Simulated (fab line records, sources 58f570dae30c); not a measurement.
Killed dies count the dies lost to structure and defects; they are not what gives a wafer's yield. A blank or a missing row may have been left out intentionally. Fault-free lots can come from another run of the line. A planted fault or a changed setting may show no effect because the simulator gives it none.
A struck lot beside a sound one :: flow berkeley-cmos170 :: 32 steps out of a route of 331
Sound: the wafers L949.1, L949.5, L949.6. The struck wafers were L947.4, L947.5, L947.6. The cause comes at the end.
Each step with rows lists, per side, the tool, then ch with its chambers, then its first start. Under that, the readings that differ: sound wafers :: struck wafers :: difference of the means :: sigmas: that difference in standard deviations of wafers without a fault.
alike: words and numbers the same on both sides, and readings whose means are apart by under 2 such deviations; not compared: readings that were withheld, readings missing a value for some wafer, numbers with overlapping values and no deviation given by the record, and bounds like >300 which may hide the same value.
A row with sigmas, a row that says differs or no value, or rows on one side alone: a step with any of these is where the two part. When numbers do not overlap yet have no deviation, they are printed without sigmas and do not part them. A reading that every wafer of one side lacks parts them only if that side has two wafers or more.

first, 3 steps without rows for these wafers: UCB170_FIELD_WET_ETCH_04 (etches SiO2 in dHF, time 60 s); UCB170_FIELD_WET_ETCH_05 (etches Si3N4 in H3PO4, time 12600 s); UCB170_FIELD_WET_ETCH_06 (etches SiO2 in BOE, time 21.14 s).
UCB170_FIELD_THK_MEAS_90:
  struck on film-metro-04, day 7 23:31; sound on film-metro-02, day 9 01:16
  alike: FIELD_OXIDE_LEFT_1_THK
then, 2 steps without rows for these wafers: UCB170_SACOX_CLEAN_00 (cleans in dHF, time 7.5 s); UCB170_SACOX_OXIDATION_01 (target thk 14.4 nm, ox time 2400 s).
UCB170_SACOX_THK_MEAS_02:
  struck on film-metro-04, day 8 02:05; sound on film-metro-01, day 9 04:40
  alike: SACOX_OXIDE_THK
then, 2 steps without rows for these wafers: UCB170_SCREENOX_WET_ETCH_00 (etches SiO2 in dHF, time 200 s); UCB170_SCREENOX_OXIDATION_01 (target thk 14.4 nm, ox time 2400 s).
UCB170_SCREENOX_THK_MEAS_02:
  struck on film-metro-04, day 8 05:56; sound on film-metro-04, day 9 08:18
  alike: SCREENOX_OXIDE_THK
then, 2 steps without rows for these wafers: UCB170_SCREENOX_ANNEAL_03 (time 900 s); UCB170_NVT_HMDS_00 (prime time 60 s).
UCB170_NVT_COAT_01: resist thk 900 nm.
  sound on litho-track-03 ch 0, day 9 10:57; struck on litho-track-02, day 8 11:22
  no value came back on the struck wafers for chill-plate-temp-C (C), dispense-pressure-kPa (kPa); on the sound wafers chill-plate-temp-C (C) reads 22.88 22.93 22.87
then, 4 steps without rows for these wafers: UCB170_NVT_SOFTBAKE_02 (time 60 s); UCB170_NVT_EXPOSE_03 (exposes mask PWELL, target cd 3000 nm); UCB170_NVT_PEB_04; UCB170_NVT_DEVELOP_05 (develop time 43.35 s).
UCB170_NVT_OVL_MEAS_06:
  struck on overlay-01, day 8 12:20; sound on overlay-01, day 9 11:38
reading: NVT_OVL (nm)
sound: 0 -8 4
struck: - - -
difference: no value on the struck wafers
sigmas: 
next, for these wafers, 1 step has no rows: UCB170_NVT_IMPLANT_07.
UCB170_NVT_STRIP_08: strips in O2.
  sound on plasma-asher-03 ch 0,1, day 9 11:50; struck on plasma-asher-03 ch 0,1, day 8 12:32
  no value came back on the struck wafers for oes-product-au (a.u.), strip-time-to-endpoint-s (s); on the sound wafers oes-product-au (a.u.) reads 0.728 0.734 0.739
  alike: drypump-motor-current-A
  not compared: rf-hours-counter-h
UCB170_NVT_TW_MEAS_09:
  struck on film-metro-01, day 8 12:38; sound on film-metro-02, day 9 11:56
  alike: NVT_TW
then, 7 steps without rows for these wafers: UCB170_NVT_CLEAN_10 (cleans in SPM, time 600 s); UCB170_PVT_HMDS_00 (prime time 60 s); UCB170_PVT_COAT_01 (resist thk 900 nm); UCB170_PVT_SOFTBAKE_02 (time 60 s); UCB170_PVT_EXPOSE_03 (exposes mask NWELL, target cd 3000 nm); UCB170_PVT_PEB_04; UCB170_PVT_DEVELOP_05 (develop time 45 s).
UCB170_PVT_OVL_MEAS_06:
  struck on overlay-02, day 8 14:11; sound on overlay-01, day 9 15:55
  alike: PVT_OVL
next, for these wafers, 1 step has no rows: UCB170_PVT_IMPLANT_07.
UCB170_PVT_STRIP_08: strips in O2.
  sound on plasma-asher-02 ch 0,1, day 9 16:05; struck on plasma-asher-03 ch 0,1, day 8 14:23
  alike: drypump-motor-current-A, oes-product-au, strip-time-to-endpoint-s
  not compared: rf-hours-counter-h
UCB170_PVT_TW_MEAS_09:
  struck on film-metro-04, day 8 14:43; sound on film-metro-02, day 9 16:11
reading: PVT_TW
sound: 512 512 514
struck: 639 634 638
difference: +124
sigmas: +39
  not compared: hold

## WHERE THEY PART
At UCB170_NVT_COAT_01 first; at UCB170_PVT_TW_MEAS_09 last (within this record only).

WHY: what had been put in by the simulator
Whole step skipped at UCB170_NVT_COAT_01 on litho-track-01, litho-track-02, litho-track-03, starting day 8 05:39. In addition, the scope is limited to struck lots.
